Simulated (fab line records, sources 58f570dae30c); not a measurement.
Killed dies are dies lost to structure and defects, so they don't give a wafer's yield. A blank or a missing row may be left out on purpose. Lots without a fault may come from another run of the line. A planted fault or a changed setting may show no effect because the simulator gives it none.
Problem report in the 8D (eight disciplines) form, filled by code | flow berkeley_cmos170 | the parts of the form that need people (team, actions taken, sign-off) are left out

1. THE PROBLEM
spin_speed_rpm at UCB170_M1_COAT_04 reads a mean of 1756.1 rpm on 6 wafers of 2 lots; wafers without a fault read 1500.0 rpm with a standard deviation of 1. That is +99 or more standard deviations from the usual mean.
The step: resist thk 900 nm.
First seen on wafer L752.1, day 7 15:00, on litho_track-03. The record holds 18 wafers of 6 lots with a number at this step. Rule for "out", or "out of limits": more than 4 standard deviations from the usual mean. The other wafers with a number count as sound.

2. WHAT IT IS AND WHAT IT IS NOT
question                    | is                     | is not
which readings at this step | spin_speed_rpm         | -
which lots                  | L752, L754             | L753, L755, L764, L769
which wafers of those lots  | all that have a number | -
read on which tools         | litho_track-03         | litho_track-02
when                        | from day 7 15:00       | up to then (3 sound wafers); but 9 sound wafers of L755, L764, L769 came after

3. SUSPECTS, AND WHAT RULES EACH OUT
Counting: a tool at a process step up to the reading stays a suspect if it ran every lot that is out and no sound lot after the first of them.
- litho_track-03 at UCB170_M1_COAT_04 (resist thk 900 nm): kept. It ran every lot that is out, first L752 (day 7 15:00), and no sound lot after that; its last sound lot up to then is L753 (day 7 14:00). Its own readings are out on those wafers: spin_speed_rpm.
Left after counting: litho_track-03 at UCB170_M1_COAT_04.

4. THE CAUSE (what the simulator had put in)
Process parameter drift: litho_track-03, from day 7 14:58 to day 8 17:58, at UCB170_M1_COAT_04. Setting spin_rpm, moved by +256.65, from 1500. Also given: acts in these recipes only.
Counting left only this tool.

5. THE CHAIN OF EFFECTS, in route order
Each row: a reading whose mean over the struck wafers that have a number lies more than 3 standard deviations from the usual. Only readings for which the record gives a usual standard deviation are gone through. hours: the time from each lot's start at the first step in this table that gives one to its start at this step, as a median over the lots. sigmas: the change in usual standard deviations.
hours | step              | reading        | usual      | on struck wafers | change | sigmas
0     | UCB170_M1_COAT_04 | spin_speed_rpm | 1500.0 rpm | 1756.1           | +256.1 | +99 or more
The process steps in it:
- UCB170_M1_COAT_04: resist thk 900 nm.
Later measuring or inspecting steps at which every struck wafer that the step has a row for has a number for every such reading, and none has moved that far: UCB170_M1_CD_MEAS_09, UCB170_M1_OVL_MEAS_10.

6. WHAT WOULD HAVE CAUGHT IT SOONER
In this record the first reading out of limits was taken at day 7 15:00, 0 hours after the fault began at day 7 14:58.
